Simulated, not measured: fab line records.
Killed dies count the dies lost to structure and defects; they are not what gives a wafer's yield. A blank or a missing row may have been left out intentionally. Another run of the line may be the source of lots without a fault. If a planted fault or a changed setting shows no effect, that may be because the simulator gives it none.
Which tool is to blame? ; flow berkeley cmos170 ; 15 lots, 45 wafers sampled, at 6 steps of a route of 331

## WHAT THE GAUGES READ, wafer by wafer
UCB170_M1_CD_MEAS_09: the cd target is 700 nm.
lot;measured;on;cd nm (nm)
L856;day 7 06:23;cd sem-02;701.4 700.2 701.6
L858;day 7 21:51;cd sem-02;701.5 701.4 700.8
L859;day 7 21:59;cd sem-02;702.5 701.6 701.5
L857;day 7 23:36;cd sem-02;698.8 698.0 699.8
L860;day 8 00:11;cd sem-02;700.4 699.9 699.1
L862;day 8 14:50;cd sem-01;698.8 700.3 700.1
L865;day 8 22:31;cd sem-01;700.0 700.0 698.9
L864;day 8 23:02;cd sem-02;702.8 702.4 702.3
L867;day 9 12:23;cd sem-01;698.9 698.5 698.5
L871;day 10 04:11;cd sem-02;700.3 699.8 701.1
L873;day 10 12:20;cd sem-01;702.9 701.2 701.4
L872;day 10 12:52;cd sem-01;698.8 699.3 697.9
L875;day 11 00:58;cd sem-01;701.0 701.1 700.3
L876;day 11 02:59;cd sem-01;699.3 699.0 700.1
L877;day 11 17:52;cd sem-01;700.8 700.1 700.8

UCB170_V1_THK_MEAS_01.
lot;measured;on;V1_TEOS_THK (nm)
L856;day 7 10:35;film metro-03;1971 2007 2002
L858;day 8 02:49;film metro-03;2012 1984 2023
L859;day 8 02:49;film metro-01;1981 2018 2010
L857;day 8 02:50;film metro-02;2010 2072 2037
L860;day 8 02:58;film metro-01;1994 2036 2035
L862;day 8 20:37;film metro-03;1977 2012 2029
L865;day 9 03:18;film metro-02;2000 2018 2009
L864;day 9 03:18;film metro-03;1990 2017 2041
L867;day 9 15:26;film metro-01;1871 1892 2008
L871;day 10 09:54;film metro-01;2017 1922 2045
L873;day 10 16:56;film metro-02;1990 1957 2017
L872;day 10 16:57;film metro-01;1983 2007 1901
L875;day 11 12:07;film metro-01;1988 2031 2033
L876;day 11 12:05;film metro-03;1999 1980 2002
L877;day 12 00:44;film metro-03;1982 2001 2004

UCB170_V1_BOW_MEAS_03.
lot;measured;on;V1_BOW (um)
L856;day 7 10:58;film metro-01;17 14 26
L858;day 8 03:10;film metro-03;17 25 17
L859;day 8 03:10;film metro-01;23 25 19
L857;day 8 03:29;film metro-02;19 26 19
L860;day 8 03:28;film metro-01;17 10 20
L862;day 8 20:59;film metro-02;20 25 21
L865;day 9 03:40;film metro-02;12 19 19
L864;day 9 03:40;film metro-01;13 15 19
L867;day 9 15:49;film metro-03;24 11 25
L871;day 10 10:17;film metro-01;6 9 16
L873;day 10 17:18;film metro-02;8 28 14
L872;day 10 17:37;film metro-03;34 12 28
L875;day 11 12:31;film metro-03;20 13 12
L876;day 11 12:27;film metro-02;29 23 9
L877;day 12 01:07;film metro-02;32 17 23

UCB170_V1_THK_MEAS_04.
lot;measured;on;V1_POLISHED_THK (nm)
L856;day 7 11:04;film metro-01;1001.3 999.5 1000.6
L858;day 8 03:17;film metro-03;1001.0 1000.6 1001.2
L859;day 8 03:17;film metro-01;999.7 999.7 1000.0
L857;day 8 03:36;film metro-02;999.8 1000.6 1000.3
L860;day 8 03:35;film metro-01;999.5 997.9 999.4
L862;day 8 21:06;film metro-02;1001.2 1001.0 999.5
L865;day 9 03:47;film metro-02;1000.2 1000.5 999.0
L864;day 9 03:47;film metro-01;1000.0 1000.6 998.3
L867;day 9 15:55;film metro-03;906.6 906.0 998.5
L871;day 10 10:23;film metro-01;1002.0 907.2 998.8
L873;day 10 17:25;film metro-02;999.5 1001.9 1000.4
L872;day 10 17:44;film metro-03;1001.0 1001.0 908.2
L875;day 11 12:36;film metro-03;1000.1 1000.4 999.8
L876;day 11 12:34;film metro-02;1000.0 998.5 1000.8
L877;day 12 01:13;film metro-02;1002.2 1002.0 1002.0

## TOOL THAT RAN EACH LOT (tool first, then ch and the chambers of the sampled wafers, then the start)
lot;UCB170_V1_CVD_00;UCB170_V1_CMP_02
L856;pecvd-03 ch 0,1, day 7 10:25;cmp-01 ch 0,1,2, day 7 10:38
L858;pecvd-02 ch 0,1,2, day 8 02:40;cmp-01 ch 0,2,3, day 8 02:52
L859;pecvd-04 ch 0,1, day 8 02:40;cmp-02 ch 2,3, day 8 02:52
L857;pecvd-03 ch 0,2, day 8 02:40;cmp-01 ch 2,3, day 8 03:10
L860;pecvd-02 ch 0,2, day 8 02:49;cmp-02 ch 0,2,3, day 8 03:13
L862;pecvd-03 ch 0,1,2, day 8 20:28;cmp-02 ch 2,3, day 8 20:43
L865;pecvd-03 ch 0,1,2, day 9 03:08;cmp-01 ch 0,2,3, day 9 03:21
L864;pecvd-04 ch 0,1,2, day 9 03:08;cmp-02 ch 1,2, day 9 03:21
L867;pecvd-03 ch 1,2, day 9 15:15;cmp-01 ch 0,2,3, day 9 15:37
L871;pecvd-03 ch 0,1,2, day 10 09:47;cmp-01 ch 0,3, day 10 09:59
L873;pecvd-02 ch 0,1,2, day 10 16:47;cmp-01 ch 0,2,3, day 10 17:00
L872;pecvd-03 ch 0,2, day 10 16:47;cmp-01 ch 1,2,3, day 10 17:21
L875;pecvd-04 ch 0,1,2, day 11 12:01;cmp-01 ch 1,2,3, day 11 12:18
L876;pecvd-02 ch 0,2, day 11 11:56;cmp-02 ch 1,3, day 11 12:12
L877;pecvd-02 ch 0,2, day 12 00:33;cmp-01 ch 0,1,3, day 12 00:49
- UCB170_V1_CVD_00: deposits SiO2 from TEOS/O2, target thk 2000 nm, time 250 s.
- UCB170_V1_CMP_02: polishes SiO2.

## WHAT THE TOOLS THEMSELVES READ (means of the sampled wafers that have a number; where no wafer has one, the mark that the record gives instead)
UCB170_V1_CVD_00.
lot;tool;heater power w (W);pressure mtorr (mTorr)
L856;pecvd-03;268;9001
L858;pecvd-02;267;9001
L859;pecvd-04;229;9012
L857;pecvd-03;260;9008
L860;pecvd-02;276;9006
L862;pecvd-03;253;9002
L865;pecvd-03;310;8997
L864;pecvd-04;257;8990
L867;pecvd-03;264;9003
L871;pecvd-03;225;8988
L873;pecvd-02;277;9007
L872;pecvd-03;267;8983
L875;pecvd-04;248;8992
L876;pecvd-02;289;9000
L877;pecvd-02;275;9005

UCB170_V1_CMP_02.
lot;tool;head pressure psi (psi);motor current A (A)
L856;cmp-01;6.008;16.6
L858;cmp-01;5.991;17.0
L859;cmp-02;6.007;16.9
L857;cmp-01;6.016;16.1
L860;cmp-02;5.997;15.5
L862;cmp-02;5.995;16.7
L865;cmp-01;6.005;16.7
L864;cmp-02;5.992;16.4
L867;cmp-01;6.003;16.9
L871;cmp-01;6.001;16.8
L873;cmp-01;6.009;17.0
L872;cmp-01;6.005;15.7
L875;cmp-01;6.009;15.7
L876;cmp-02;5.999;16.7
L877;cmp-01;6.000;16.2

## THE ANSWER, worked out from the rows above alone
Rule: usual is defined by the lots themselves. Put in order of their means at a reading, lots are off if they are a third of the lots or fewer, leave a main group of 4 or more, and stand apart from it by a gap of 3 or more times the standard deviation of the main group's means; of several such gaps the widest counts. If all means in a main group match to the digits the tables above print for the reading, that group is not used. A lot without any number at a reading at which 4 lots or more have one is off too. Where the step has rows for the other lots, those lots are counted as sound. Order of review: gauges by route order, followed by the tools' own readings, for which a lot's mean as printed above is used. The first step at which some lot is off is used, and at that step the reading that is off furthest; a lot without a number counts as furthest.
Off: L867, L871, L872, at UCB170_V1_THK_MEAS_04 (V1_POLISHED_THK). Mean 1000.2 nm and standard deviation 0.75 in the main group.
A tool fits if, at a process step before that reading, it ran every lot that is off, and no sound lot after the first of them. The gauges at UCB170_V1_THK_MEAS_04 are tried like those tools. One fits: UCB170_V1_CVD_00 on pecvd-03. A fault onset in the window from L865 (day 9 03:08, its last sound lot) to L867 (day 9 15:15, its first lot off) fits.

## WHAT HAD BEEN PUT IN BY THE SIMULATOR
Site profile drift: pecvd-03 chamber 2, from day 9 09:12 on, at UCB170_V1_CVD_00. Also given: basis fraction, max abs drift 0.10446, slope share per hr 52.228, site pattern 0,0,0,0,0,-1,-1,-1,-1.
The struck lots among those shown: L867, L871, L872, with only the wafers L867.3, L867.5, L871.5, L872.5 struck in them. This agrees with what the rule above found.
